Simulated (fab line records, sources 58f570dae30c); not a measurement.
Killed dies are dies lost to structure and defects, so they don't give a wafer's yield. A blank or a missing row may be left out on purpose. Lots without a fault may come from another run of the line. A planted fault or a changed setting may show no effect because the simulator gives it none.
fab line records | flow berkeley_cmos170
record lots=6 wafers=18 last_day=11
route steps=331 shown M3@314
lots that met no fault: from a run of the same line without faults
start_h: hours from the record's first day to the start of the lot's first wafer shown | wait_h: hours since the lot's step before | " the same as in the row above | L1.1+2: a row that stands for several wafers | - no value, or no start given | * or withheld: withheld | < > ~ a bound
route shown NAME@n: a module of which the file shows steps, and the number in the route of the first | usual: mean/standard deviation of fault-free wafers | same: alike in all rows | chamber/n: place in a boat | sites: the reading at each site | _std_site: their standard deviation | _edge_site: outer sites' mean less inner sites' | radius_mm: how far each site lies from the wafer's centre | mask NAME#n: copy n | behind: the tool/chamber that last shaped the wafer | hold: why the lot was held/for how many hours/how that ended | device: the transistor (n, p or np) that didn't switch | end of line: the same wafers' tests at the end of the route | a step without rows: its recipe alone | killed: dies lost to structure and defects at the first sort, not the wafer's yield | map: a wafer's dies, x killed, . not, _ none there
set.NAME: the setting as run; set.NAME@STEP: as run at that earlier step | model.NAME: the simulator's own value behind a step, which no gauge read
lots at some steps of the route; a table a step, a row a wafer
services: from which hour (start_h, from the record's first day; less than 0 if before it) a tool's chamber was out of use, for how many hours, and why
## steps
# step UCB170_M3_COAT_05
# recipe resist=KrF spin_rpm=1500 resist_thk_nm=900
# step UCB170_M3_SOFTBAKE_06
# recipe resist=KrF temp_c=130 time_s=60
# step UCB170_M3_STRIP_07
# recipe chemistry=O2 power_w=400 pressure_mtorr=3500 platen_temp_c=withheld o2_flow_sccm=400 overash_fraction=0.5
# usual drypump_motor_current_A=5.6/0.57 o2_flow_sccm=400.1/1.3 oes_product_au=0.734/0.0043 strip_time_to_endpoint_s=21.96/0.074
# columns lot.wafer tool chamber start_h wait_h drypump_motor_current_A o2_flow_sccm oes_product_au rf_hours_counter_h strip_time_to_endpoint_s
L289.1 plasma_asher-04 1 177.75 0.1 5.7 400.6 0.733 8 21.87
L289.2 " 0 " " 5.3 399.1 0.730 8 21.80
L289.6 " 1 " " 5.7 398.9 0.736 - 21.87
L301.1 plasma_asher-04 0 228.29 0.1 5.3 401.9 0.738 13 21.86
L301.4 " 0 " " 5.4 401.5 0.737 - 21.89
L301.5 " 0 " " 5.4 399.8 0.733 - 21.95
L300.1 plasma_asher-02 1 228.33 0.1 4.9 398.5 0.730 60 21.90
L300.2 " 0 " " 6.4 399.4 0.723 60 21.85
L300.3 " 0 " " 6.4 400.1 0.729 - 21.91
L303.1 plasma_asher-03 0 243.80 0.1 6.3 401.2 0.733 47 21.96
L303.2 " 1 " " 5.1 401.2 0.735 47 21.91
L303.6 " 1 " " 5.1 401.3 0.735 - 21.90
L308.1 plasma_asher-02 1 269.43 0.1 5.0 401.2 0.736 64 21.96
L308.2 " 0 " " 6.3 401.3 0.738 64 22.01
L308.5 " 0 " " 6.3 400.0 0.739 - 22.00
L309.3 plasma_asher-03 1 269.92 0.1 5.2 398.4 0.738 - 22.08
L309.4 " 0 " " 6.3 398.3 0.736 - 22.05
L309.6 " 1 " " 5.2 399.1 0.736 - 21.99
# step UCB170_M3_STRIP_08
# recipe chemistry=DMSO temp_c=80 time_s=600 material=KrF
# step UCB170_M3_COAT_09
# recipe resist=BARC temp_c=withheld time_s=withheld spin_rpm=3000 resist_thk_nm=withheld
# step UCB170_M3_COAT_10
# recipe resist=KrF spin_rpm=1500 resist_thk_nm=900
# step UCB170_M3_SOFTBAKE_11
# recipe resist=KrF temp_c=130 time_s=60
# step UCB170_M3_EXPOSE_12
# recipe mask_id=METAL3 target_cd_nm=700 na=0.5 sigma_outer=0.6 source_shape=conventional dose_mj=26
# step UCB170_M3_PEB_13
# recipe peb_temp_c=130 peb_time_s=withheld resist=KrF
# step UCB170_M3_DEVELOP_14
# recipe developer=TMAH develop_time_s=45 resist=KrF dev_temp_c=21
# step UCB170_M3_CD_MEAS_15
# recipe target_cd_nm=700
# usual cd_nm=699.9/1.3
# columns lot.wafer tool chamber start_h wait_h cd_nm
L289.1 cd_sem-02 - 179.59 - 702.1
L289.2 " - " " 701.8
L289.6 " - " " 700.8
L301.1 cd_sem-02 - 229.76 - 699.7
L301.4 " - " " 699.7
L301.5 " - " " 699.8
L300.1 cd_sem-01 - 229.88 - 698.9
L300.2 " - " " 701.5
L300.3 " - " " 699.5
L303.1 cd_sem-01 - 245.79 - 701.7
L303.2 " - " " 702.2
L303.6 " - " " 700.5
L308.1 cd_sem-01 - 270.78 - 697.3
L308.2 " - " " 698.1
L308.5 " - " " 698.9
L309.3 cd_sem-02 - 271.38 - 698.7
L309.4 " - " " 698.4
L309.6 " - " " 699.4
# step UCB170_M3_OVL_MEAS_16
# usual M3_OVL=-2/5.4
# columns lot.wafer tool chamber start_h wait_h M3_OVL[nm]
L289.1 overlay-02 - 179.71 0.1 5
L289.2 " - " " 10
L289.6 " - " " 3
L301.1 overlay-02 - 229.88 0.1 -7
L301.4 " - " " -11
L301.5 " - " " -3
L300.1 overlay-01 - 230.00 0.1 0
L300.2 " - " " -1
L300.3 " - " " 1
L303.1 overlay-02 - 245.91 0.1 0
L303.2 " - " " 5
L303.6 " - " " 1
L308.1 overlay-01 - 270.90 0.1 -1
L308.2 " - " " 2
L308.5 " - " " 3
L309.3 overlay-02 - 271.48 0.1 -8
L309.4 " - " " -12
L309.6 " - " " -5
# step UCB170_M3_ETCH_17
# recipe chemistry=N2/H2 target_depth_a=withheld overetch_a=withheld target=BARC time_s=withheld source_w=500 bias_w=98.21 pressure_mtorr=30 n2_flow_sccm=100 h2_flow_sccm=200
# usual bias_w=98.17/0.3 chamber_pressure_mTorr=29.998/0.027 drypump_motor_current_A=5.7/0.42 oes_product_au=0.992/0.015 throttle_valve_pct=13.39/0.15
# columns lot.wafer tool chamber start_h wait_h bias_w chamber_pressure_mTorr drypump_motor_current_A oes_product_au throttle_valve_pct
L289.1 rie_diel-04 3 179.75 0.0 97.92 29.992 5.3 1.005 13.20
L289.2 " 2 " " 98.55 29.984 5.7 0.970 13.54
L289.6 " 1 " " 98.07 29.993 5.1 1.004 13.58
L301.1 rie_diel-04 3 229.92 0.0 - - - - -
L301.4 " 2 " " - - - - -
L301.5 " 2 " " - - - - -
L300.1 rie_diel-01 3 230.03 0.0 - - - - -
L300.2 " 2 " " - - - - -
L300.3 " 1 " " - - - - -
L303.1 rie_diel-01 0 245.95 0.0 98.14 30.004 5.6 0.993 13.12
L303.2 " 3 " " 97.78 30.011 5.9 1.003 13.27
L303.6 " 2 " " 98.36 30.009 5.3 1.002 13.49
L308.1 rie_diel-04 1 270.94 0.0 98.21 30.023 5.1 0.998 13.61
L308.2 " 0 " " 98.72 30.044 5.1 0.980 13.35
L308.5 " 0 " " 98.22 29.978 5.1 0.994 13.35
L309.3 rie_diel-04 2 271.50 0.0 97.92 30.006 5.7 0.973 13.55
L309.4 " 1 " " 97.95 29.987 5.1 1.020 13.59
L309.6 " 0 " " 98.60 29.994 5.1 1.000 13.36
# step UCB170_M3_METAL_ETCH_18
# recipe chemistry=Cl2/BCl3 target=Al stop_on=SiO2 pressure_mtorr=12 target_depth_a=11700 over_etch_frac=0.3 time_s=195 icp_w=600 bias_w=120 Cl2_flow_sccm=90 bcl3_flow_sccm=45
# usual bcl3_flow_sccm=44.99/0.12 bias_w=120.1/0.39 drypump_motor_current_A=5.8/0.49 oes_product_au=0.852/0.0088 throttle_valve_pct=24.33/0.11
# columns lot.wafer tool chamber start_h wait_h bcl3_flow_sccm bias_w drypump_motor_current_A oes_product_au rf_hours_counter_h throttle_valve_pct
L289.1 rie_metal-03 0 179.79 - 45.14 120.6 6.0 0.865 4.1 24.29
L289.2 " 1 " " 45.21 120.4 6.1 0.854 4.9 24.34
L289.6 " 1 " " 45.09 120.0 6.1 0.857 - 24.35
L301.1 rie_metal-01 0 229.96 - 44.88 120.4 6.3 0.364 4.8 24.57
L301.4 " 0 " " 44.86 119.9 6.3 0.374 - 24.55
L301.5 " 0 " " 44.80 120.0 6.3 0.369 - 24.57
L300.1 rie_metal-03 1 230.08 - 45.18 120.2 6.1 0.377 6.4 24.56
L300.2 " 0 " " 44.80 119.9 6.0 0.376 5.5 24.54
L300.3 " 0 " " 44.98 120.5 6.0 0.377 - 24.55
L303.1 rie_metal-01 0 245.99 - 45.04 119.4 6.2 0.856 5.3 24.32
L303.2 " 1 " " 45.08 119.4 6.0 0.844 11.4 24.13
L303.6 " 0 " " 44.96 119.8 6.3 0.849 - 24.32
L308.1 rie_metal-03 0 270.98 - 44.91 120.0 6.0 0.872 6.6 24.29
L308.2 " 1 " " 44.76 120.1 6.1 0.858 7.4 24.33
L308.5 " 1 " " 44.70 119.9 6.1 0.856 - 24.34
L309.3 rie_metal-04 0 271.60 - 44.90 120.1 5.0 0.850 - 24.51
L309.4 " 1 " " 45.10 119.9 5.1 0.852 - 24.32
L309.6 " 1 " " 45.02 120.4 5.1 0.844 - 24.33
# step UCB170_M3_STRIP_19
# recipe chemistry=O2 power_w=400 pressure_mtorr=3500 platen_temp_c=withheld o2_flow_sccm=400 overash_fraction=0.5
# usual drypump_motor_current_A=5.6/0.54 o2_flow_sccm=400.0/1.3 oes_product_au=0.541/0.013
# columns lot.wafer tool chamber start_h wait_h drypump_motor_current_A o2_flow_sccm oes_product_au rf_hours_counter_h
L289.1 plasma_asher-03 1 179.98 0.1 5.2 397.4 0.518 40
L289.2 " 0 " " 6.3 398.6 0.550 40
L289.6 " 1 " " 5.2 396.7 0.541 -
L301.1 plasma_asher-04 1 230.15 0.1 5.7 400.4 0.560 13
L301.4 " 1 " " 5.7 400.8 0.550 -
L301.5 " 0 " " 5.3 400.3 0.572 -
L300.1 plasma_asher-02 0 230.26 0.1 6.4 400.6 0.538 60
L300.2 " 1 " " 5.0 400.4 0.531 60
L300.3 " 1 " " 5.0 400.7 0.523 -
L303.1 plasma_asher-03 1 246.17 0.1 5.2 398.0 0.562 48
L303.2 " 0 " " 6.3 400.9 0.562 48
L303.6 " 1 " " 5.2 399.6 0.573 -
L308.1 plasma_asher-02 1 271.17 0.1 4.9 399.9 0.533 64
L308.2 " 0 " " 6.4 400.1 0.543 64
L308.5 " 1 " " 4.9 399.2 0.556 -
L309.3 plasma_asher-03 1 271.76 0.1 5.2 400.5 0.541 -
L309.4 " 0 " " 6.3 398.8 0.543 -
L309.6 " 0 " " 6.3 399.5 0.542 -
# step UCB170_M3_CD_MEAS_90
# recipe target_cd_nm=700
# usual cd_nm=699.9/2.1
# columns lot.wafer tool chamber start_h wait_h cd_nm
L289.1 cd_sem-01 - 180.08 0.1 699.9
L289.2 " - " " 703.2
L289.6 " - " " 702.5
L301.1 cd_sem-01 - 230.25 0.1 -
L301.4 " - " " -
L301.5 " - " " -
L300.1 cd_sem-02 - 230.36 0.1 -
L300.2 " - " " -
L300.3 " - " " -
L303.1 cd_sem-02 - 246.27 0.1 700.0
L303.2 " - " " 699.0
L303.6 " - " " 700.0
L308.1 cd_sem-01 - 271.27 0.1 697.1
L308.2 " - " " 695.7
L308.5 " - " " 695.9
L309.3 cd_sem-01 - 271.87 0.1 697.1
L309.4 " - " " 700.5
L309.6 " - " " 700.8
# step UCB170_M3_BOW_MEAS_20
# recipe mode=bow
# usual M3_BOW=34/6.9
# columns lot.wafer tool chamber start_h wait_h M3_BOW[um]
L289.1 film_metro-03 - 180.20 0.1 21
L289.2 " - " " 31
L289.6 " - " " 39
L301.1 film_metro-04 - 230.37 0.1 32
L301.4 " - " " 39
L301.5 " - " " 37
L300.1 film_metro-03 - 230.48 0.1 35
L300.2 " - " " 31
L300.3 " - " " 30
L303.1 film_metro-03 - 246.39 0.1 33
L303.2 " - " " 28
L303.6 " - " " 37
L308.1 film_metro-03 - 271.39 0.1 20
L308.2 " - " " 32
L308.5 " - " " 36
L309.3 film_metro-04 - 271.99 0.1 39
L309.4 " - " " 49
L309.6 " - " " 49
## services
# columns tool chamber start_h hours kind
plasma_asher-02 - 167.53 0.4 repair
plasma_asher-02 - 191.46 2.1 repair
rie_diel-04 3 201.36 11.7 repair
rie_metal-04 - 229.53 1.4 pm
rie_diel-04 3 240.96 5.7 repair
## key
first_sign step=UCB170_M3_ETCH_17 reading=tool_record direction=missing
effect step=UCB170_M3_METAL_ETCH_18 reading=oes_product_au direction=down sigmas=54 usual=0.852 struck=0.373
effect step=UCB170_M3_CD_MEAS_90 reading=cd_nm direction=missing
model_effect step=UCB170_M3_PROBE_99 value=etest.antenna_m2.short without=0 struck=1
met_at UCB170_M3_ETCH_17
struck_wafers L300.1,L300.2,L300.3,L301.1,L301.4,L301.5
later_rows_left_out L300.1,L300.2,L300.3,L301.1,L301.4,L301.5
sort_left_out L300.1,L300.2,L300.3,L301.1,L301.4,L301.5
onset_between 179.75 229.92
fault kind=skipped_step_whole tool=rie_diel-01,rie_diel-04 chamber=- onset_h=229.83 steps=UCB170_M3_ETCH_17 scope=struck_lots_only
# sort_left_out: the simulated sort isn't trusted on such a fault, so these wafers' sort isn't shown, and their yield isn't known
# later_rows_left_out: the simulator's readings of these wafers behind a module that went badly wrong aren't trusted and aren't shown, but for the sort
